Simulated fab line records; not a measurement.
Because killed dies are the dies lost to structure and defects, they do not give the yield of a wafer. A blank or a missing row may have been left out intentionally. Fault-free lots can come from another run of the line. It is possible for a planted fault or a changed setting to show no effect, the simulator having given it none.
Problem report in the 8D (eight disciplines) form, filled by code / flow berkeley-cmos170 / the parts of the form that need people (team, actions taken, sign-off) are left out

## 1. PROBLEM STATEMENT
Wafers without a fault read 223.0 s, standard deviation 0.39; run-length-s at UCB170_CONTACT_ETCH_18 reads a mean of 378.9 s on 6 wafers belonging to 2 lots. So: +99 or more standard deviations from the usual mean.
The step: etches PSG in CHF3/CF4/Ar, stops on TiSi2, target depth 840 nm, time 195 s.
Earliest sighting: wafer L689.1 on rie-diel-01 at day 11 13:00. The record has a number at this step for 42 wafers belonging to 14 lots. Rule for "out" (also "out of limits"): further than 4 standard deviations from the usual mean. The rest of the wafers with a number are treated as sound.

## 2. WHAT IT IS AND WHAT IT IS NOT
question=which readings at this step | is=run-length-s, oes-product-au | is not=drypump-motor-current-A, throttle-valve-pct
question=which lots | is=L689, L692 | is not=L676, L677, L678, L680, L681, L682, L686, L690, L691, L694, L696, L698
question=which wafers of those lots | is=all that have a number | is not=-
question=read on which tools | is=rie-diel-01 | is not=rie-diel-02, rie-diel-04
question=when | is=from day 11 13:00 | is not=up to then (24 sound wafers); but 12 sound wafers of L691, L694, L696, L698 came after

## 3. WHAT RULES OUT EACH SUSPECT
Counting: a tool at any process step up to the reading remains a suspect when it ran all the lots that are out and ran no sound lot after the first of those.
- rie-diel-01 at UCB170_CONTACT_ETCH_18 (etches PSG in CHF3/CF4/Ar, stops on TiSi2, target depth 840 nm, time 195 s): kept. All lots that are out passed through it, beginning with L689 at day 11 13:00, and no sound lot followed; its final sound lot before that point was L690 at day 11 00:00. On those wafers its own readings are out: oes-product-au, run-length-s.
Left after counting: rie-diel-01 at UCB170_CONTACT_ETCH_18.

## 4. THE CAUSE (what the simulator had put in)
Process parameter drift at UCB170_CONTACT_ETCH_18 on rie-diel-01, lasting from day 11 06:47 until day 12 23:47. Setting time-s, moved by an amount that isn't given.
Only this tool survived the counting.

## 5. THE CHAIN OF EFFECTS, in route order
Each row: a reading whose mean over the struck wafers that have a number lies more than 3 standard deviations from the usual. Only readings for which the record gives a usual standard deviation are gone through. hours: the time from each lot's start at the first step in this table that gives one to its start at this step, as a median over the lots. sigmas: the change in usual standard deviations.
hours=0; step=UCB170_CONTACT_ETCH_18; reading=oes-product-au; usual=0.895 a.u.; on struck wafers=0.665; change=-0.230; sigmas=-19
hours=0; step=UCB170_CONTACT_ETCH_18; reading=run-length-s; usual=223.0 s; on struck wafers=378.9; change=+155.9; sigmas=+99 or more
hours=1; step=UCB170_CONTACT_CD_MEAS_90; reading=cd-nm; usual=699.8 nm; on struck wafers=704.3; change=+4.5; sigmas=+3.0
Its process steps:
- UCB170_CONTACT_ETCH_18: etches PSG in CHF3/CF4/Ar, stops on TiSi2, target depth 840 nm, time 195 s.

## 6. WHAT WOULD HAVE CAUGHT IT SOONER
In this record the first reading out of limits was taken at day 11 13:00, 6 hours after the fault began at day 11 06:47.
